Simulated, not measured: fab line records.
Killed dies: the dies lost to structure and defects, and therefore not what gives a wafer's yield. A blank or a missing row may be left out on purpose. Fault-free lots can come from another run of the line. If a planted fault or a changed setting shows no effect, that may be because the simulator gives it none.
Struck lot and sound lot, side by side ; flow berkeleyCmos170 ; 15 out of 331 route steps
Sound: wafers L281.1, L281.2, L281.3. Wafers L288.1, L288.4, L288.6 were the ones struck. The cause is given at the end.
Each step with rows lists, per side, the tool, then ch with its chambers, then its first start. Under that, the readings that differ: sound wafers ; struck wafers ; difference of the means ; sigmas: that difference in standard deviations of wafers without a fault.
alike: a reading whose means differ by less than 2 such deviations, as well as words and numbers matching on both sides. not compared: withheld readings; readings where some wafer has no value; bounds like >300 that might hide an equal value; numbers whose values overlap and for which the record gives no deviation.
The two part at a step that has a row with sigmas, a row that says differs or no value, or rows on one side only. Numbers that have no deviation but don't overlap get no sigmas and don't part them. A reading missing from all wafers of one side parts the sides only when that side holds two or more wafers.

UCB170_PSD_STRIP_09: strips in O2.
  sound on plasmaAsher-04 ch 0,1, day 9 06:51; struck on plasmaAsher-04 ch 0, day 10 17:44
  alike: drypumpMotorCurrentA, oesProductAu, stripTimeToEndpointS
  not compared: rfHoursCounterH
UCB170_PSD_TW_MEAS_10:
  sound: filmMetro-03 at day 9 06:57; struck: filmMetro-02 at day 10 17:50
  alike: PSD_TW
then, 7 steps without rows for these wafers: UCB170_PSD_CLEAN_11 (cleans in SPM, time 600 s); UCB170_NSD_HMDS_00 (prime time 60 s); UCB170_NSD_COAT_01 (resist thk 900 nm); UCB170_NSD_SOFTBAKE_02 (time 60 s); UCB170_NSD_EXPOSE_03 (exposes mask NSELECT MOD, target cd 1200 nm); UCB170_NSD_PEB_04; UCB170_NSD_DEVELOP_05 (develop time 45 s).
UCB170_NSD_CD_MEAS_06: target cd 1200 nm.
  sound: cdSem-01 at day 9 09:04; struck: cdSem-01 at day 10 19:31
  alike: cdNm
UCB170_NSD_OVL_MEAS_07:
  sound: overlay-02 at day 9 09:11; struck: overlay-02 at day 10 19:38
  alike: NSD_OVL
following that, these wafers have no rows for 1 step: UCB170_NSD_IMPLANT_08.
UCB170_NSD_STRIP_09: strips in O2.
  sound on plasmaAsher-01 ch 0,1, day 9 09:23; struck on plasmaAsher-02 ch 1, day 10 19:49
reading;sound;struck;difference;sigmas
oesProductAu (a.u.);0.540 0.538 0.532;0.589 0.591 0.593;+0.054;+12
stripTimeToEndpointS (s);35.96 35.96 35.99;30.06 30.06 30.07;-5.91;-60
  alike: drypumpMotorCurrentA
  not compared: rfHoursCounterH
UCB170_NSD_TW_MEAS_10:
  sound: filmMetro-03 at day 9 09:29; struck: filmMetro-03 at day 10 19:55
  alike: NSD_TW
UCB170_M3_PROBE_99:
  record: rows for the struck wafers here (prober-02, day 11 18:32), none for the sound ones

## WHERE THEY PART
Last at UCB170_M3_PROBE_99 as far as this record goes, first at UCB170_NSD_STRIP_09.

WHY: what the simulator had put in
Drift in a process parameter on plasmaAsher-02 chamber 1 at UCB170_NSD_STRIP_09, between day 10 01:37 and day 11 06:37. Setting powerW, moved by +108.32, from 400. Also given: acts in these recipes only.
